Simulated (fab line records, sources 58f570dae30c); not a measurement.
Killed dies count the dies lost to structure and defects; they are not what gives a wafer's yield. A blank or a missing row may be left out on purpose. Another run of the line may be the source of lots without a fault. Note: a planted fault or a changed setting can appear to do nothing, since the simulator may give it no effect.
Which tool is to blame?    flow berkeley cmos170    route of 331 steps, sampled at 1 step: 14 lots, 42 wafers

WHAT EACH GAUGE READ, for each wafer
The record holds no reading of a measuring or inspecting step that can be judged against a usual standard deviation.

WHICH TOOL RAN EACH LOT (tool, then ch and the chambers of the sampled wafers, then the start)
lot   UCB170_CONTACT_SOFTBAKE_11
L256  litho track-02 ch 0, day 7 14:00
L255  litho track-03 ch 0, day 7 14:00
L263  litho track-04 ch 0, day 8 19:00
L264  litho track-03 ch 0, day 8 21:00
L262  litho track-03 ch 0, day 8 22:00
L261  litho track-04 ch 0, day 8 23:00
L266  litho track-03 ch 0, day 9 21:00
L268  litho track-03 ch 0, day 10 10:00
L267  litho track-02 ch 0, day 10 10:00
L271  litho track-03 ch 0, day 10 13:00
L273  litho track-03 ch 0, day 10 13:00
L275  litho track-03 ch 0, day 11 03:00
L277  litho track-03 ch 0, day 12 01:00
L278  litho track-02 ch 0, day 12 05:00
- UCB170_CONTACT_SOFTBAKE_11: time 60 s.

AS READ BY THE TOOLS THEMSELVES (means over the sampled wafers that have a number; for cases with no such wafer, the mark the record gives instead)
UCB170_CONTACT_SOFTBAKE_11. Usual: heater power total W 56.80 W, standard deviation 0.047; plate temp C 130.02 C, standard deviation 0.14.
lot   tool            heater power total W (W)  plate temp C (C)  flag
L256  litho track-02  56.80                     130.14            
L255  litho track-03  56.80                     130.12            
L263  litho track-04  56.85                     129.91            
L264  litho track-03  56.76                     129.89            
L262  litho track-03  56.80                     129.94            
L261  litho track-04  56.81                     129.95            
L266  litho track-03  56.80                     130.12            
L268  litho track-03  56.81                     130.05            
L267  litho track-02  56.77                     130.10            
L271  litho track-03  56.84                     130.15            
L273  litho track-03  56.84                     130.04            
L275  litho track-03  56.27                     129.09            OFF
L277  litho track-03  56.29                     129.08            OFF
L278  litho track-02  56.78                     129.95            

THE ANSWER, worked out from the rows above alone
Rule: lot off if the mean of its wafers having a number is beyond 3 standard deviations from the usual mean. A lot without any number at a reading at which 4 lots or more have one is off too. The other lots that the step has rows for count as sound. Order of review: gauges by route order, followed by the tools' own readings, for which a lot's mean as printed above is used. At the first step where some lot is off, the reading lying furthest off is the one used; lots without a number count as furthest.
Off at UCB170_CONTACT_SOFTBAKE_11 (heater power total W): L275, L277.
A tool fits if, at that step or a process step before it, it ran every lot that is off, and no sound lot after the first of them. One candidate fits, namely litho track-03 at UCB170_CONTACT_SOFTBAKE_11. Its last sound lot is L271 (day 10 13:00), its first lot that is off L275 (day 11 03:00): a fault that began between those two fits.
The tool's own readings at UCB170_CONTACT_SOFTBAKE_11 bear it out: on the lots that are off they differ by more than 5 times the standard deviation of the sound lots' means. heater power total W reads 56.28 W there against 56.80 W on the sound lots; plate temp C reads 129.09 C there against 130.03 C on the sound lots.

WHAT HAD BEEN PUT IN BY THE SIMULATOR
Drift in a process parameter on litho track-03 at UCB170_CONTACT_SOFTBAKE_11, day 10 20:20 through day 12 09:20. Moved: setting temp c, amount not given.
Shown lots that were struck: L275, L277. The same result came from the rule above.
